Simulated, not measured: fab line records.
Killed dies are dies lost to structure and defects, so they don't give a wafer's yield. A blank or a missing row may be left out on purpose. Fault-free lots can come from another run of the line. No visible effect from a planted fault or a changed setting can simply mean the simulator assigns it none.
fab line records :: flow berkeleyCmos170
[record]
  lots = 5
  wafers = 15
  lastDay = 12
route steps=331 shown FIELD@95 SACOX@97 SCREENOX@100 NVT@104
lots that met no fault: taken from a fault-free run of the same line
startH: hours from the record's first day to the start of the lot's first wafer shown :: waitH: hours since the lot's step before :: " as in the row above :: L1.1+2: several wafers, shown together as one row :: - either no value or no given start :: * or withheld: withheld :: < > ~ a bound
route shown NAME@n: NAME is a module with steps in the file, n the number in the route of the first one :: usual: mean and standard deviation over wafers with no fault :: same: alike in all rows :: chamber/n: place in a boat :: sites: the reading at each site :: _std_site: standard deviation of those values :: _edge_site: outer sites' mean less inner sites' :: radiusMm: for every site, how far away it sits from the centre of the wafer :: mask NAME#n: copy n :: behind: the last tool/chamber to shape the wafer :: hold: what put the lot on hold/how long, in hours/how the hold closed :: device: transistor that didn't switch, given as n, p or np :: end of line: the same wafers' tests at the end of the route :: step lacking rows: just its recipe :: killed: at the first sort, the dies lost to defects and structure; wafer yield is something else :: map: per-die view of a wafer (x killed, . not killed, _ where there is no die)
set.NAME: the setting the step ran with; set.NAME@STEP: the setting that earlier step ran with :: model.NAME: the simulator's own value behind a step, which no gauge read
lots at some steps of the route; a table a step, a row a wafer
services: from which hour (startH, from the record's first day; less than 0 if before it) a tool's chamber was out of use, for how many hours, and why
[[steps]]
[step UCB170_FIELD_WET_ETCH_06]
[recipe]
  chemistry = BOE
  dilution = 5:1
  target = SiO2
  tempC = 25
  timeS = 22
[step UCB170_FIELD_THK_MEAS_90]
[recipe]
  reads = SiO2_of_FIELD_OXIDATION_01
[usual]
  FIELD_OXIDE_LEFT_1_THK = 428/8.7
lot.wafer: L591.1
tool: filmMetro-03
chamber: -
startH: 100.36
waitH: 0.0
FIELD_OXIDE_LEFT_1_THK[nm]: 436

lot.wafer: L591.3
tool: filmMetro-03
chamber: -
startH: 100.36
waitH: 0.0
FIELD_OXIDE_LEFT_1_THK[nm]: 438

lot.wafer: L591.4
tool: filmMetro-03
chamber: -
startH: 100.36
waitH: 0.0
FIELD_OXIDE_LEFT_1_THK[nm]: 427

lot.wafer: L597.1
tool: filmMetro-01
chamber: -
startH: 127.02
waitH: 0.0
FIELD_OXIDE_LEFT_1_THK[nm]: 419

lot.wafer: L597.2
tool: filmMetro-01
chamber: -
startH: 127.02
waitH: 0.0
FIELD_OXIDE_LEFT_1_THK[nm]: 424

lot.wafer: L597.4
tool: filmMetro-01
chamber: -
startH: 127.02
waitH: 0.0
FIELD_OXIDE_LEFT_1_THK[nm]: 410

lot.wafer: L603.1
tool: filmMetro-04
chamber: -
startH: 154.97
waitH: 0.0
FIELD_OXIDE_LEFT_1_THK[nm]: 413

lot.wafer: L603.3
tool: filmMetro-04
chamber: -
startH: 154.97
waitH: 0.0
FIELD_OXIDE_LEFT_1_THK[nm]: 426

lot.wafer: L603.6
tool: filmMetro-04
chamber: -
startH: 154.97
waitH: 0.0
FIELD_OXIDE_LEFT_1_THK[nm]: 419

lot.wafer: L605.2
tool: filmMetro-03
chamber: -
startH: 177.61
waitH: 0.0
FIELD_OXIDE_LEFT_1_THK[nm]: 436

lot.wafer: L605.3
tool: filmMetro-03
chamber: -
startH: 177.61
waitH: 0.0
FIELD_OXIDE_LEFT_1_THK[nm]: 445

lot.wafer: L605.6
tool: filmMetro-03
chamber: -
startH: 177.61
waitH: 0.0
FIELD_OXIDE_LEFT_1_THK[nm]: 444

lot.wafer: L614.1
tool: filmMetro-04
chamber: -
startH: 213.93
waitH: 0.0
FIELD_OXIDE_LEFT_1_THK[nm]: 442

lot.wafer: L614.3
tool: filmMetro-04
chamber: -
startH: 213.93
waitH: 0.0
FIELD_OXIDE_LEFT_1_THK[nm]: 442

lot.wafer: L614.6
tool: filmMetro-04
chamber: -
startH: 213.93
waitH: 0.0
FIELD_OXIDE_LEFT_1_THK[nm]: 436
[step UCB170_SACOX_CLEAN_00]
[recipe]
  chemistry = dHF
  dilution = 25:1
  timeS = 7.5
[step UCB170_SACOX_OXIDATION_01]
[recipe]
  tempC = 908.8
  ambient = O2
  targetThkA = 144
  oxTimeS = 2400
[step UCB170_SACOX_THK_MEAS_02]
[recipe]
  reads = SiO2_of_SACOX_OXIDATION_01
[usual]
  SACOX_OXIDE_THK = 15.8/0.36
lot.wafer: L591.1
tool: filmMetro-03
chamber: -
startH: 105.81
waitH: 0.0
SACOX_OXIDE_THK[nm]: 16.1

lot.wafer: L591.3
tool: filmMetro-03
chamber: -
startH: 105.81
waitH: 0.0
SACOX_OXIDE_THK[nm]: 16.1

lot.wafer: L591.4
tool: filmMetro-03
chamber: -
startH: 105.81
waitH: 0.0
SACOX_OXIDE_THK[nm]: 16.2

lot.wafer: L597.1
tool: filmMetro-03
chamber: -
startH: 133.44
waitH: 0.0
SACOX_OXIDE_THK[nm]: 15.9

lot.wafer: L597.2
tool: filmMetro-03
chamber: -
startH: 133.44
waitH: 0.0
SACOX_OXIDE_THK[nm]: 15.3

lot.wafer: L597.4
tool: filmMetro-03
chamber: -
startH: 133.44
waitH: 0.0
SACOX_OXIDE_THK[nm]: 15.5

lot.wafer: L603.1
tool: filmMetro-02
chamber: -
startH: 158.52
waitH: 0.0
SACOX_OXIDE_THK[nm]: 16.0

lot.wafer: L603.3
tool: filmMetro-02
chamber: -
startH: 158.52
waitH: 0.0
SACOX_OXIDE_THK[nm]: 16.1

lot.wafer: L603.6
tool: filmMetro-02
chamber: -
startH: 158.52
waitH: 0.0
SACOX_OXIDE_THK[nm]: 16.2

lot.wafer: L605.2
tool: filmMetro-01
chamber: -
startH: 182.66
waitH: 0.0
SACOX_OXIDE_THK[nm]: 15.7

lot.wafer: L605.3
tool: filmMetro-01
chamber: -
startH: 182.66
waitH: 0.0
SACOX_OXIDE_THK[nm]: 15.5

lot.wafer: L605.6
tool: filmMetro-01
chamber: -
startH: 182.66
waitH: 0.0
SACOX_OXIDE_THK[nm]: 15.8

lot.wafer: L614.1
tool: filmMetro-02
chamber: -
startH: 219.35
waitH: 0.0
SACOX_OXIDE_THK[nm]: 16.3

lot.wafer: L614.3
tool: filmMetro-02
chamber: -
startH: 219.35
waitH: 0.0
SACOX_OXIDE_THK[nm]: 16.5

lot.wafer: L614.6
tool: filmMetro-02
chamber: -
startH: 219.35
waitH: 0.0
SACOX_OXIDE_THK[nm]: 16.3
[step UCB170_SCREENOX_WET_ETCH_00]
[recipe]
  chemistry = dHF
  dilution = 25:1
  target = SiO2
  tempC = 25
  timeS = 200
[step UCB170_SCREENOX_OXIDATION_01]
[recipe]
  tempC = 900
  ambient = O2
  targetThkA = 144
  oxTimeS = 2400
[step UCB170_SCREENOX_THK_MEAS_02]
[recipe]
  reads = SiO2_of_SCREENOX_OXIDATION_01
[usual]
  SCREENOX_OXIDE_THK = 14.3/0.36
lot.wafer: L591.1
tool: filmMetro-04
chamber: -
startH: 110.47
waitH: 0.0
SCREENOX_OXIDE_THK[nm]: 14.7

lot.wafer: L591.3
tool: filmMetro-04
chamber: -
startH: 110.47
waitH: 0.0
SCREENOX_OXIDE_THK[nm]: 14.5

lot.wafer: L591.4
tool: filmMetro-04
chamber: -
startH: 110.47
waitH: 0.0
SCREENOX_OXIDE_THK[nm]: 14.7

lot.wafer: L597.1
tool: filmMetro-04
chamber: -
startH: 140.29
waitH: 0.0
SCREENOX_OXIDE_THK[nm]: 14.5

lot.wafer: L597.2
tool: filmMetro-04
chamber: -
startH: 140.29
waitH: 0.0
SCREENOX_OXIDE_THK[nm]: 14.4

lot.wafer: L597.4
tool: filmMetro-04
chamber: -
startH: 140.29
waitH: 0.0
SCREENOX_OXIDE_THK[nm]: 14.4

lot.wafer: L603.1
tool: filmMetro-02
chamber: -
startH: 165.50
waitH: 0.0
SCREENOX_OXIDE_THK[nm]: 14.1

lot.wafer: L603.3
tool: filmMetro-02
chamber: -
startH: 165.50
waitH: 0.0
SCREENOX_OXIDE_THK[nm]: 14.5

lot.wafer: L603.6
tool: filmMetro-02
chamber: -
startH: 165.50
waitH: 0.0
SCREENOX_OXIDE_THK[nm]: 14.5

lot.wafer: L605.2
tool: filmMetro-02
chamber: -
startH: 187.78
waitH: 0.0
SCREENOX_OXIDE_THK[nm]: 14.6

lot.wafer: L605.3
tool: filmMetro-02
chamber: -
startH: 187.78
waitH: 0.0
SCREENOX_OXIDE_THK[nm]: 14.7

lot.wafer: L605.6
tool: filmMetro-02
chamber: -
startH: 187.78
waitH: 0.0
SCREENOX_OXIDE_THK[nm]: 14.7

lot.wafer: L614.1
tool: filmMetro-04
chamber: -
startH: 223.66
waitH: 0.0
SCREENOX_OXIDE_THK[nm]: 14.2

lot.wafer: L614.3
tool: filmMetro-04
chamber: -
startH: 223.66
waitH: 0.0
SCREENOX_OXIDE_THK[nm]: 14.6

lot.wafer: L614.6
tool: filmMetro-04
chamber: -
startH: 223.66
waitH: 0.0
SCREENOX_OXIDE_THK[nm]: 14.5
[step UCB170_SCREENOX_ANNEAL_03]
[recipe]
  tempC = 900
  timeS = 900
  ambient = N2
[step UCB170_NVT_HMDS_00]
[recipe]
  primeTimeS = 60
  primeTempC = 100
[step UCB170_NVT_COAT_01]
[recipe]
  resist = KrF
  spinRpm = 1500
  resistThkNm = 900
[step UCB170_NVT_SOFTBAKE_02]
[recipe]
  resist = KrF
  tempC = 130
  timeS = 60
[step UCB170_NVT_EXPOSE_03]
[recipe]
  maskId = PWELL
  targetCdNm = 3000
  na = 0.5
  sigmaOuter = 0.6
  sourceShape = conventional
  doseMj = 30
[usual]
  reticleTempC = 22.99/0.098
lot.wafer: L591.1
tool: krfScanner-01
chamber: 0
startH: 114.98
waitH: 0.2
mask: PWELL#0
reticleTempC: 22.95

lot.wafer: L591.3
tool: krfScanner-01
chamber: 0
startH: 114.98
waitH: 0.2
mask: PWELL#0
reticleTempC: 22.81

lot.wafer: L591.4
tool: krfScanner-01
chamber: 0
startH: 114.98
waitH: 0.2
mask: PWELL#0
reticleTempC: 22.93

lot.wafer: L597.1
tool: krfScanner-02
chamber: 0
startH: 146.24
waitH: 0.1
mask: NWELL#0
reticleTempC: 22.96

lot.wafer: L597.2
tool: krfScanner-02
chamber: 0
startH: 146.24
waitH: 0.1
mask: NWELL#0
reticleTempC: 23.06

lot.wafer: L597.4
tool: krfScanner-02
chamber: 0
startH: 146.24
waitH: 0.1
mask: NWELL#0
reticleTempC: 23.05

lot.wafer: L603.1
tool: krfScanner-01
chamber: 0
startH: 170.70
waitH: 0.1
mask: PWELL#0
reticleTempC: 22.96

lot.wafer: L603.3
tool: krfScanner-01
chamber: 0
startH: 170.70
waitH: 0.1
mask: PWELL#0
reticleTempC: 22.91

lot.wafer: L603.6
tool: krfScanner-01
chamber: 0
startH: 170.70
waitH: 0.1
mask: PWELL#0
reticleTempC: 22.97

lot.wafer: L605.2
tool: krfScanner-01
chamber: 0
startH: 192.88
waitH: 0.5
mask: PWELL#0
reticleTempC: 23.07

lot.wafer: L605.3
tool: krfScanner-01
chamber: 0
startH: 192.88
waitH: 0.5
mask: PWELL#0
reticleTempC: 23.04

lot.wafer: L605.6
tool: krfScanner-01
chamber: 0
startH: 192.88
waitH: 0.5
mask: PWELL#0
reticleTempC: 23.02

lot.wafer: L614.1
tool: krfScanner-02
chamber: 0
startH: 230.40
waitH: 0.1
mask: PWELL#0
reticleTempC: 22.94

lot.wafer: L614.3
tool: krfScanner-02
chamber: 0
startH: 230.40
waitH: 0.1
mask: PWELL#0
reticleTempC: 22.86

lot.wafer: L614.6
tool: krfScanner-02
chamber: 0
startH: 230.40
waitH: 0.1
mask: PWELL#0
reticleTempC: 23.03
[step UCB170_NVT_PEB_04]
[recipe]
  pebTempC = 130
  pebTimeS = withheld
  resist = KrF
[step UCB170_NVT_DEVELOP_05]
[recipe]
  developer = TMAH
  developTimeS = 45
  resist = KrF
  devTempC = 21
[step UCB170_NVT_OVL_MEAS_06]
[usual]
  NVT_OVL = -4/7.3
lot.wafer: L591.1
tool: overlay-02
chamber: -
startH: 115.37
waitH: -
NVT_OVL[nm]: -10

lot.wafer: L591.3
tool: overlay-02
chamber: -
startH: 115.37
waitH: -
NVT_OVL[nm]: -10

lot.wafer: L591.4
tool: overlay-02
chamber: -
startH: 115.37
waitH: -
NVT_OVL[nm]: -7

lot.wafer: L597.1
tool: overlay-02
chamber: -
startH: 146.63
waitH: -
NVT_OVL[nm]: -

lot.wafer: L597.2
tool: overlay-02
chamber: -
startH: 146.63
waitH: -
NVT_OVL[nm]: -

lot.wafer: L597.4
tool: overlay-02
chamber: -
startH: 146.63
waitH: -
NVT_OVL[nm]: -

lot.wafer: L603.1
tool: overlay-02
chamber: -
startH: 171.44
waitH: -
NVT_OVL[nm]: -15

lot.wafer: L603.3
tool: overlay-02
chamber: -
startH: 171.44
waitH: -
NVT_OVL[nm]: -8

lot.wafer: L603.6
tool: overlay-02
chamber: -
startH: 171.44
waitH: -
NVT_OVL[nm]: -4

lot.wafer: L605.2
tool: overlay-02
chamber: -
startH: 193.73
waitH: -
NVT_OVL[nm]: -12

lot.wafer: L605.3
tool: overlay-02
chamber: -
startH: 193.73
waitH: -
NVT_OVL[nm]: -5

lot.wafer: L605.6
tool: overlay-02
chamber: -
startH: 193.73
waitH: -
NVT_OVL[nm]: -14

lot.wafer: L614.1
tool: overlay-01
chamber: -
startH: 230.79
waitH: -
NVT_OVL[nm]: -9

lot.wafer: L614.3
tool: overlay-01
chamber: -
startH: 230.79
waitH: -
NVT_OVL[nm]: -2

lot.wafer: L614.6
tool: overlay-01
chamber: -
startH: 230.79
waitH: -
NVT_OVL[nm]: -13
[step UCB170_NVT_IMPLANT_07]
[recipe]
  species = BF2
  doseCm2 = 3.045e+12
  energyKev = 50
  tiltDeg = 7
[step UCB170_NVT_STRIP_08]
[recipe]
  chemistry = O2
  powerW = 400
  pressureMtorr = 3500
  platenTempC = withheld
  o2FlowSccm = 400
  overashFraction = 0.5
[usual]
  drypumpMotorCurrentA = 5.87/0.27
  oesProductAu = 0.734/0.0043
  stripTimeToEndpointS = 21.63/0.064
lot.wafer: L591.1
tool: plasmaAsher-04
chamber: 1
startH: 115.56
waitH: 0.1
drypumpMotorCurrentA: 5.65
oesProductAu: 0.729
rfHoursCounterH: 42
stripTimeToEndpointS: 21.77

lot.wafer: L591.3
tool: plasmaAsher-04
chamber: 1
startH: 115.56
waitH: 0.1
drypumpMotorCurrentA: 5.64
oesProductAu: 0.735
rfHoursCounterH: -
stripTimeToEndpointS: 21.73

lot.wafer: L591.4
tool: plasmaAsher-04
chamber: 0
startH: 115.56
waitH: 0.1
drypumpMotorCurrentA: 5.85
oesProductAu: 0.742
rfHoursCounterH: -
stripTimeToEndpointS: 21.62

lot.wafer: L597.1
tool: plasmaAsher-03
chamber: 1
startH: 146.81
waitH: 0.1
drypumpMotorCurrentA: 6.05
oesProductAu: 0.731
rfHoursCounterH: 33
stripTimeToEndpointS: 21.52

lot.wafer: L597.2
tool: plasmaAsher-03
chamber: 0
startH: 146.81
waitH: 0.1
drypumpMotorCurrentA: 5.47
oesProductAu: 0.734
rfHoursCounterH: 33
stripTimeToEndpointS: 21.52

lot.wafer: L597.4
tool: plasmaAsher-03
chamber: 0
startH: 146.81
waitH: 0.1
drypumpMotorCurrentA: 5.47
oesProductAu: 0.739
rfHoursCounterH: -
stripTimeToEndpointS: 21.55

lot.wafer: L603.1
tool: plasmaAsher-04
chamber: 0
startH: 171.63
waitH: 0.1
drypumpMotorCurrentA: 5.85
oesProductAu: 0.731
rfHoursCounterH: 49
stripTimeToEndpointS: 21.67

lot.wafer: L603.3
tool: plasmaAsher-04
chamber: 0
startH: 171.63
waitH: 0.1
drypumpMotorCurrentA: 5.85
oesProductAu: 0.734
rfHoursCounterH: -
stripTimeToEndpointS: 21.70

lot.wafer: L603.6
tool: plasmaAsher-04
chamber: 1
startH: 171.63
waitH: 0.1
drypumpMotorCurrentA: 5.66
oesProductAu: 0.733
rfHoursCounterH: -
stripTimeToEndpointS: 21.71

lot.wafer: L605.2
tool: plasmaAsher-03
chamber: 0
startH: 193.91
waitH: 0.1
drypumpMotorCurrentA: 5.49
oesProductAu: 0.738
rfHoursCounterH: 38
stripTimeToEndpointS: 21.67

lot.wafer: L605.3
tool: plasmaAsher-03
chamber: 1
startH: 193.91
waitH: 0.1
drypumpMotorCurrentA: 6.08
oesProductAu: 0.735
rfHoursCounterH: -
stripTimeToEndpointS: 21.71

lot.wafer: L605.6
tool: plasmaAsher-03
chamber: 1
startH: 193.91
waitH: 0.1
drypumpMotorCurrentA: 6.05
oesProductAu: 0.742
rfHoursCounterH: -
stripTimeToEndpointS: 21.68

lot.wafer: L614.1
tool: plasmaAsher-04
chamber: 1
startH: 230.98
waitH: 0.1
drypumpMotorCurrentA: 5.64
oesProductAu: 0.721
rfHoursCounterH: 55
stripTimeToEndpointS: 21.64

lot.wafer: L614.3
tool: plasmaAsher-04
chamber: 1
startH: 230.98
waitH: 0.1
drypumpMotorCurrentA: 5.65
oesProductAu: 0.738
rfHoursCounterH: -
stripTimeToEndpointS: 21.64

lot.wafer: L614.6
tool: plasmaAsher-04
chamber: 1
startH: 230.98
waitH: 0.1
drypumpMotorCurrentA: 5.64
oesProductAu: 0.736
rfHoursCounterH: -
stripTimeToEndpointS: 21.61
[step UCB170_NVT_TW_MEAS_09]
[usual]
  NVT_TW = 528/5
lot.wafer: L591.1
tool: filmMetro-04
chamber: -
startH: 115.66
waitH: 0.1
NVT_TW: 536

lot.wafer: L591.3
tool: filmMetro-04
chamber: -
startH: 115.66
waitH: 0.1
NVT_TW: 532

lot.wafer: L591.4
tool: filmMetro-04
chamber: -
startH: 115.66
waitH: 0.1
NVT_TW: 535

lot.wafer: L597.1
tool: filmMetro-03
chamber: -
startH: 146.91
waitH: 0.1
NVT_TW: 30

lot.wafer: L597.2
tool: filmMetro-03
chamber: -
startH: 146.91
waitH: 0.1
NVT_TW: 30

lot.wafer: L597.4
tool: filmMetro-03
chamber: -
startH: 146.91
waitH: 0.1
NVT_TW: 30

lot.wafer: L603.1
tool: filmMetro-04
chamber: -
startH: 171.73
waitH: 0.1
NVT_TW: 532

lot.wafer: L603.3
tool: filmMetro-04
chamber: -
startH: 171.73
waitH: 0.1
NVT_TW: 533

lot.wafer: L603.6
tool: filmMetro-04
chamber: -
startH: 171.73
waitH: 0.1
NVT_TW: 535

lot.wafer: L605.2
tool: filmMetro-03
chamber: -
startH: 194.02
waitH: 0.1
NVT_TW: 528

lot.wafer: L605.3
tool: filmMetro-03
chamber: -
startH: 194.02
waitH: 0.1
NVT_TW: 527

lot.wafer: L605.6
tool: filmMetro-03
chamber: -
startH: 194.02
waitH: 0.1
NVT_TW: 527

lot.wafer: L614.1
tool: filmMetro-02
chamber: -
startH: 231.08
waitH: 0.1
NVT_TW: 523

lot.wafer: L614.3
tool: filmMetro-02
chamber: -
startH: 231.08
waitH: 0.1
NVT_TW: 521

lot.wafer: L614.6
tool: filmMetro-02
chamber: -
startH: 231.08
waitH: 0.1
NVT_TW: 521
[step UCB170_NVT_CLEAN_10]
[recipe]
  chemistry = SPM
  tempC = 120
  timeS = 600
[[services]]
tool: krfScanner-02
chamber: -
startH: 106.63
hours: 0.3
kind: repair

tool: krfScanner-01
chamber: -
startH: 125.96
hours: 0.8
kind: pm

tool: krfScanner-01
chamber: -
startH: 140.99
hours: 1.3
kind: repair

tool: krfScanner-01
chamber: -
startH: 158.84
hours: 1.0
kind: pm

tool: krfScanner-02
chamber: -
startH: 168.06
hours: 1.3
kind: pm

tool: plasmaAsher-03
chamber: -
startH: 187.87
hours: 1.6
kind: repair

tool: krfScanner-02
chamber: -
startH: 194.06
hours: 0.8
kind: pm

tool: plasmaAsher-03
chamber: -
startH: 194.65
hours: 2.0
kind: repair

tool: krfScanner-02
chamber: -
startH: 203.54
hours: 4.4
kind: pm

tool: krfScanner-01
chamber: -
startH: 208.67
hours: 1.3
kind: pm

tool: krfScanner-01
chamber: -
startH: 220.96
hours: 4.4
kind: pm
[[key]]
[firstSign]
  step = UCB170_NVT_EXPOSE_03
  reading = mask
  direction = changed
[effect]
  step = UCB170_NVT_OVL_MEAS_06
  reading = NVT_OVL
  direction = missing
[effect]
  step = UCB170_NVT_TW_MEAS_09
  reading = NVT_TW
  direction = down
  sigmas = 99
  usual = 528
  struck = 30
metAt UCB170_NVT_EXPOSE_03
struckWafers L597.1,L597.2,L597.4
sortLeftOut L597.1,L597.2,L597.4
testerLeftOut L597
[fault]
  kind = wrongMask
  tool = any
  chamber = -
  onsetH = 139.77
  steps = UCB170_NVT_EXPOSE_03
  auxCopy = NWELL#0
  scope = struckLotsOnly
// testerLeftOut: of these lots the tester's yield and bins aren't shown, on N5 and GAA mostly nor the transistor test; their killed dies are dies lost to structure and defects alone, not to doping, threshold or leakage, so they don't give the yield
// sortLeftOut: the simulated sort isn't trusted on such a fault, so these wafers' sort isn't shown, and their yield isn't known
